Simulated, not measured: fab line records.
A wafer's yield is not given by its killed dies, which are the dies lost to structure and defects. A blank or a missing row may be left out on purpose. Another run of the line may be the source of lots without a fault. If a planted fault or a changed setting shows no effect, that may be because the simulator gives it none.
fab line records | flow rit-cmos
record: lots: 5 wafers: 15 last-day: 7
route steps=202 shown M1@184
lots untouched by any fault: they come from a run of this same line in which no faults occurred
start-h: start of the lot's first displayed wafer, in hours after the record's first day | wait-h: time in hours since the lot's previous step | " identical to the entry in the row above | L1.1+2: several wafers, shown together as one row | - no value, or no start given | * or withheld: withheld | < > ~ a bound
route shown NAME@n: NAME is a module with steps in the file, n the number in the route of the first one | usual: average and standard deviation across the fault-free wafers | same: alike in all rows | chamber/n: place in a boat | sites: readings site by site | _std_site: how widely they spread, as a standard deviation | _edge_site: inner sites' mean taken away from outer sites' mean | radius-mm: how far each site lies from the wafer's centre | mask NAME#n: copy n | behind: the tool/chamber that last shaped the wafer | hold: the reason the lot was held/the length of the hold in hours/how it ended | device: the n, p or np transistor that did not switch | end of line: the same wafers' tests at the end of the route | for a step that has no rows: nothing shown but its recipe | killed: the dies lost at the first sort to structure and to defects; this is not the yield of the wafer | map: the dies of a wafer, with x for killed, . for not killed, _ for no die there
set.NAME: the setting the step ran with; set.NAME@STEP: the setting that earlier step ran with | model.NAME: the simulator's own value behind a step, which no gauge read
lots seen at some steps along the route; tables by step, rows by wafer
services: from which hour (start-h, from the record's first day; less than 0 if before it) a tool's chamber was out of use, for how many hours, and why
== steps ==
step: RIT_M1_SPUTTER_00
recipe: material: Al target-thk-nm: 400 power-w: 2000 chamber-pressure-pa: 0.4 gas: Ar time-s: 500 substrate-temp-c: 25
usual: throttle-valve-pct: 30.4/1.3
columns lot.wafer tool chamber start-h wait-h throttle-valve-pct
L938.2 pvd-sputter-02 - 88.47 0.0 30.2
L938.3 " - " " 29.2
L938.5 " - " " 32.5
L939.2 pvd-sputter-01 - 93.68 0.0 28.5
L939.3 " - " " 31.1
L939.5 " - " " 31.0
L948.1 pvd-sputter-02 - 135.74 0.0 29.1
L948.3 " - " " 30.4
L948.6 " - " " 29.8
L952.1 pvd-sputter-04 - 155.56 0.0 29.7
L952.4 " - " " 29.7
L952.6 " - " " 27.5
L955.2 pvd-sputter-01 - 175.57 0.0 31.9
L955.4 " - " " 31.3
L955.5 " - " " 31.2
step: RIT_M1_RS_MEAS_01
recipe: thk-meas-gauge: four-point-probe reads: Al_of_M1_SPUTTER_00
usual: M1_AL_RS: 0.0734/0.0007
columns lot.wafer tool chamber start-h wait-h M1_AL_RS[ohm/sq]
L938.2 film-metro-01 - 88.78 0.2 0.0746
L938.3 " - " " 0.0743
L938.5 " - " " 0.0743
L939.2 film-metro-02 - 93.99 0.2 0.0735
L939.3 " - " " 0.0718
L939.5 " - " " 0.0719
L948.1 film-metro-02 - 136.03 0.1 0.0734
L948.3 " - " " 0.0741
L948.6 " - " " 0.0745
L952.1 film-metro-03 - 155.85 0.1 0.0739
L952.4 " - " " 0.0739
L952.6 " - " " 0.0727
L955.2 film-metro-01 - 175.89 0.2 0.0735
L955.4 " - " " 0.0734
L955.5 " - " " 0.0729
step: RIT_M1_THK_MEAS_02
recipe: thk-meas-gauge: xrf reads: Al_of_M1_SPUTTER_00
usual: M1_AL_THK: 397/4
columns lot.wafer tool chamber start-h wait-h M1_AL_THK[nm]
L938.2 film-metro-01 - 88.89 0.1 391
L938.3 " - " " 389
L938.5 " - " " 395
L939.2 film-metro-02 - 94.10 0.1 399
L939.3 " - " " 406
L939.5 " - " " 404
L948.1 film-metro-02 - 136.15 0.1 397
L948.3 " - " " 395
L948.6 " - " " 391
L952.1 film-metro-03 - 155.97 0.1 393
L952.4 " - " " 392
L952.6 " - " " 398
L955.2 film-metro-01 - 176.00 0.1 398
L955.4 " - " " 396
L955.5 " - " " 401
step: RIT_M1_HMDS_03
recipe: prime-time-s: 60 prime-temp-c: 140
step: RIT_M1_COAT_04
recipe: resist: NOVOLAK spin-rpm: 2000 resist-thk-nm: 1300
step: RIT_M1_SOFTBAKE_05
recipe: resist: NOVOLAK temp-c: 90 time-s: 60
step: RIT_M1_EXPOSE_06
recipe: mask-id: M12 na: 0.6 source-shape: conventional sigma-outer: 0.5 target-cd-nm: 2600 dose-mj: 250
step: RIT_M1_PEB_07
recipe: resist: NOVOLAK temp-c: withheld time-s: withheld
step: RIT_M1_DEVELOP_08
recipe: resist: NOVOLAK develop-time-s: 68 dev-temp-c: 23
step: RIT_M1_CD_MEAS_09
recipe: target-cd-nm: 2600
usual: cd-nm: 2599.8/2.5
columns lot.wafer tool chamber start-h wait-h cd-nm
L938.2 cd-sem-02 - 89.84 - 2595.5
L938.3 " - " " 2599.0
L938.5 " - " " 2596.3
L939.2 cd-sem-02 - 95.17 - 2597.9
L939.3 " - " " 2601.9
L939.5 " - " " 2598.6
L948.1 cd-sem-02 - 137.09 - 2600.8
L948.3 " - " " 2601.5
L948.6 " - " " 2602.3
L952.1 cd-sem-01 - 157.04 - 2601.7
L952.4 " - " " 2601.6
L952.6 " - " " 2601.1
L955.2 cd-sem-02 - 177.12 - 2602.3
L955.4 " - " " 2601.0
L955.5 " - " " 2600.5
step: RIT_M1_OVL_MEAS_10
usual: M1_OVL: 0.6/1.4
columns lot.wafer tool chamber start-h wait-h M1_OVL[nm]
L938.2 overlay-02 - 89.95 0.1 -0.8
L938.3 " - " " 0.0
L938.5 " - " " -1.2
L939.2 overlay-01 - 95.28 0.1 2.4
L939.3 " - " " 1.8
L939.5 " - " " 3.1
L948.1 overlay-01 - 137.21 0.1 0.7
L948.3 " - " " 1.2
L948.6 " - " " 1.2
L952.1 overlay-02 - 157.16 0.1 1.7
L952.4 " - " " 1.2
L952.6 " - " " -0.5
L955.2 overlay-02 - 177.22 0.1 1.3
L955.4 " - " " 1.8
L955.5 " - " " -0.1
step: RIT_M1_HARDBAKE_11
recipe: resist: NOVOLAK temp-c: 140 time-s: 120
step: RIT_M1_METAL_ETCH_12
recipe: stop-on: SiO2 chemistry: Cl2/BCl3 target: Al time-s: 165 over-etch-frac: 0.5 pressure-mtorr: 100 target-depth-a: 6000 rf-w: 250 Cl2_flow_sccm: 60 bcl3-flow-sccm: 50
usual: drypump-motor-current-A: 5.8/0.46 mfc-cl2-sccm: 60.01/0.18 oes-product-au: 0.777/0.012 throttle-valve-pct: 8.27/0.14
columns lot.wafer tool chamber start-h wait-h drypump-motor-current-A mfc-cl2-sccm oes-product-au rf-hours-counter-h throttle-valve-pct model.NOVOLAK_of_M1_COAT_04.thk-nm model.M1.feature-depth-nm model.SiO2_of_CONTACT_CVD_00.thk-nm
L938.2 rie-metal-04 1 90.23 0.2 6.0 59.98 0.773 1 8.51 809.4 425.9 360.4
L938.3 " 1 " " 5.9 60.05 0.768 - 8.50 807.9 426.7 353.3
L938.5 " 1 " " 5.9 59.89 0.771 - 8.50 812.2 427.5 362.2
L939.2 rie-metal-03 1 95.56 0.2 5.7 60.12 0.765 33 8.03 817 430.4 360.9
L939.3 " 1 " " 5.7 60.01 0.779 - 8.04 820.1 439 360.1
L939.5 " 1 " " 5.7 60.21 0.772 - 8.06 820.7 438.7 371.5
L948.1 rie-metal-04 1 137.50 0.2 6.0 59.93 0.768 2 8.49 687.5 447 351.6
L948.3 " 0 " " 6.1 60.14 0.793 - 8.23 807.1 430.1 372.1
L948.6 " 1 " " 6.0 60.27 0.760 - 8.49 682.5 441.2 363.7
L952.1 rie-metal-03 0 157.48 0.2 5.7 59.71 0.764 0 8.29 808 428.7 362
L952.4 " 0 " " 5.7 59.93 0.770 - 8.28 805.7 430.2 365.4
L952.6 " 1 " " 5.7 60.00 0.761 - 8.04 807 436.2 365.4
L955.2 rie-metal-03 0 177.50 0.2 5.7 60.23 0.774 0 8.31 810.2 432.9 359.2
L955.4 " 0 " " 5.7 60.19 0.779 - 8.29 806.8 433.5 367.6
L955.5 " 0 " " 5.7 60.22 0.787 - 8.29 803.6 436.2 365.6
step: RIT_M1_STRIP_13
recipe: chemistry: nmp resist: NOVOLAK temp-c: 80 time-s: 600 dry: n2-spin
step: RIT_M1_STRIP_14
recipe: chemistry: O2 time-s: 180 platen-temp-c: withheld power-w: 500 pressure-mtorr: 4000 o2-flow-sccm: 4000
usual: drypump-motor-current-A: 5.5/0.38
columns lot.wafer tool chamber start-h wait-h drypump-motor-current-A rf-hours-counter-h
L938.2 plasma-asher-01 1 90.57 0.0 5.4 30
L938.3 " 1 " " 5.4 -
L938.5 " 1 " " 5.4 -
L939.2 plasma-asher-01 1 96.07 0.0 5.3 30
L939.3 " 1 " " 5.3 -
L939.5 " 0 " " 5.8 -
L948.1 plasma-asher-02 0 137.84 0.0 5.3 2
L948.3 " 0 " " 5.3 -
L948.6 " 1 " " 6.0 -
L952.1 plasma-asher-02 0 157.82 0.0 5.3 5
L952.4 " 1 " " 6.0 -
L952.6 " 0 " " 5.3 -
L955.2 plasma-asher-03 0 177.84 0.0 4.8 54
L955.4 " 0 " " 4.9 -
L955.5 " 1 " " 5.3 -
step: RIT_M1_CD_MEAS_90
recipe: target-cd-nm: 2600
usual: cd-nm: 2600.2/2.8
columns lot.wafer tool chamber start-h wait-h cd-nm
L938.2 cd-sem-01 - 90.76 0.1 2595.6
L938.3 " - " " 2599.1
L938.5 " - " " 2594.9
L939.2 cd-sem-01 - 96.27 0.1 2598.5
L939.3 " - " " 2602.3
L939.5 " - " " 2598.4
L948.1 cd-sem-01 - 138.01 0.1 2592.1
L948.3 " - " " 2604.1
L948.6 " - " " 2592.9
L952.1 cd-sem-02 - 157.99 0.1 2602.9
L952.4 " - " " 2603.6
L952.6 " - " " 2601.9
L955.2 cd-sem-02 - 178.04 0.1 2604.6
L955.4 " - " " 2604.3
L955.5 " - " " 2602.5
step: RIT_M1_ANNEAL_15
recipe: temp-c: 450 time-s: 1800 ambient: forming_gas_H2N2
step: RIT_M1_PROBE_99
usual: defect-limited-yield: 97.6/1 killed-at-front-end: 6.3/2.7 killed-dies: 6.4/2.7 killed-open: 3.3/2 killed-short: 3/1.8 sort_bin_3_pad_short: 0.1/0.18 sort_bin_5_function: 1.5/0.78 sort_bin_6_memory: 0.8/0.57 sort-n-pass: 257.6/2.7 sort-yield-pct: 97.6/1
same: gross-dies: 264 killed_at_M0_to_M3: 0 killed_at_M4_up: 0 killed-at-back-side: 0 killed-at-contacts: 0 killed-at-other: 0
columns lot.wafer tool chamber start-h wait-h defect-limited-yield[%] killed-at-front-end killed-dies killed-open killed-short sort_bin_3_pad_short[%] sort_bin_5_function[%] sort_bin_6_memory[%] sort-n-pass sort-yield-pct[%] model.etest.antenna-m1.vt-shift-v
L938.2 prober-01 - 92.53 0.1 98.1 5 5 2 3 0 1.1 0.8 259.0 98.1 -0.01528
L938.3 prober-01 - 92.58 0.2 99.2 2 2 2 0 0 0.4 0.4 262.0 99.2 -0.0156
L938.5 prober-01 - 92.68 0.2 98.5 4 4 2 2 0 1.5 0 260.0 98.5 -0.01101
L939.2 prober-02 - 98.04 0.1 97.7 6 6 2 4 0 1.1 1.1 258.0 97.7 -0.006075
L939.3 prober-02 - 98.09 0.2 98.5 4 4 1 3 0 0.8 0.8 260.0 98.5 -0.008861
L939.5 prober-02 - 98.19 0.2 96.2 10 10 3 7 0 3.0 0.8 254.0 96.2 -0.005902
L948.1 prober-02 - 139.75 0.1 97.7 6 6 4 2 0 1.5 0.8 258.0 97.7 -0.01847
L948.3 prober-02 - 139.85 0.2 96.6 9 9 6 3 0.4 1.9 1.1 255.0 96.6 -0.01452
L948.6 prober-02 - 140.00 0.2 97.3 7 7 4 3 0 2.3 0.4 257.0 97.3 -0.02758
L952.1 prober-02 - 159.73 0.1 99.6 1 1 1 0 0 0.4 0 263.0 99.6 -0.01521
L952.4 prober-02 - 159.88 0.2 97.3 7 7 3 4 0 1.9 0.8 257.0 97.3 -0.01146
L952.6 prober-02 - 159.98 0.2 97.7 6 6 2 4 0.4 1.5 0.4 258.0 97.7 -0.01374
L955.2 prober-01 - 179.81 0.1 98.1 5 5 3 2 0 1.5 0.4 259.0 98.1 -0.007123
L955.4 prober-01 - 179.91 0.2 98.1 5 5 2 3 0 1.1 0.8 259.0 98.1 -0.01111
L955.5 prober-01 - 179.96 0.2 97.3 7 7 6 1 0 2.3 0.4 257.0 97.3 -0.01193
killed by level:class
L938.2 FOX1:geometric-particle:open=1 FOX2:geometric-particle:short=1 GATE:geometric-particle:open=1 GATE:geometric-particle:short=1 REOX:geometric-particle:short=1
L938.3 FOX1:geometric-particle:open=1 REOX:geometric-particle:open=1
L938.5 GATE:geometric-particle:open=2 REOX:geometric-particle:short=2
L939.2 GATE:geometric-particle:short=2 REOX:geometric-particle:open=2 REOX:geometric-particle:short=1 SPACER:geometric-particle:short=1
L939.3 FOX1:geometric-particle:short=1 GATE:geometric-particle:short=1 GATE:geometric-particle:open=1 SILICIDE:geometric-particle:short=1
L939.5 GATE:geometric-particle:short=3 GATE:geometric-particle:open=2 REOX:geometric-particle:short=2 FOX1:geometric-particle:short=1 REOX:geometric-particle:open=1 SILICIDE:geometric-particle:short=1
L948.1 FOX2:geometric-particle:open=1 GATE:geometric-particle:short=1 GATE:geometric-particle:open=1 SPACER:geometric-particle:open=1 SPACER:geometric-particle:short=1 SILICIDE:geometric-particle:open=1
L948.3 GATE:geometric-particle:short=3 FOX1:geometric-particle:open=2 GATE:geometric-particle:open=2 SPACER:geometric-particle:open=1 SILICIDE:geometric-particle:open=1
L948.6 FOX1:geometric-particle:open=2 GATE:geometric-particle:open=2 FOX2:geometric-particle:short=1 GATE:geometric-particle:short=1 SILICIDE:geometric-particle:short=1
L952.1 GATE:geometric-particle:open=1
L952.4 GATE:geometric-particle:short=2 FOX1:geometric-particle:open=1 REOX:geometric-particle:short=1 SPACER:geometric-particle:open=1 SPACER:geometric-particle:short=1 SILICIDE:geometric-particle:open=1
L952.6 SPACER:geometric-particle:short=2 FOX2:geometric-particle:short=1 GATE:geometric-particle:open=1 REOX:geometric-particle:open=1 REOX:geometric-particle:short=1
L955.2 REOX:geometric-particle:open=2 REOX:geometric-particle:short=2 GATE:geometric-particle:open=1
L955.4 GATE:geometric-particle:short=3 SPACER:geometric-particle:open=1 SILICIDE:geometric-particle:open=1
L955.5 GATE:geometric-particle:open=4 SPACER:geometric-particle:open=2 FOX1:geometric-particle:short=1
== services ==
columns tool chamber start-h hours kind
plasma-asher-02 - 108.75 9.0 pm
plasma-asher-02 0 108.75 9.0 vent-cycle
plasma-asher-02 1 108.75 9.0 vent-cycle
plasma-asher-02 0 117.75 - clean
plasma-asher-02 1 117.75 - clean
pvd-sputter-01 - 129.01 3.0 repair
rie-metal-03 - 136.12 20.0 pm
rie-metal-03 0 136.12 20.0 vent-cycle
rie-metal-03 1 136.12 20.0 vent-cycle
pvd-sputter-04 - 147.69 5.4 repair
plasma-asher-03 - 153.05 2.8 pm
rie-metal-03 0 156.12 - clean
rie-metal-03 1 156.12 - clean
pvd-sputter-04 - 170.88 2.0 repair
== key ==
first-sign: step: RIT_M1_CD_MEAS_90 reading: cd-nm direction: down sigmas: 2.8 usual: 2600.2 struck: 2592.5
effect none on later readings
model-effect: step: RIT_M1_METAL_ETCH_12 value: NOVOLAK_of_M1_COAT_04.thk-nm without: 819.4 struck: 685
model-effect: step: RIT_M1_PROBE_99 value: etest.antenna-m1.vt-shift-v without: -0.01062 struck: -0.02302
met-at RIT_M1_METAL_ETCH_12
struck-wafers L948.1,L948.6
onset-between 90.23 137.50
fault: kind: process-parameter-drift tool: rie-metal-04 chamber: 1 onset-h: 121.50 steps: RIT_M1_METAL_ETCH_12 channel: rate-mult offset: 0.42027 shape: step end-h: 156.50
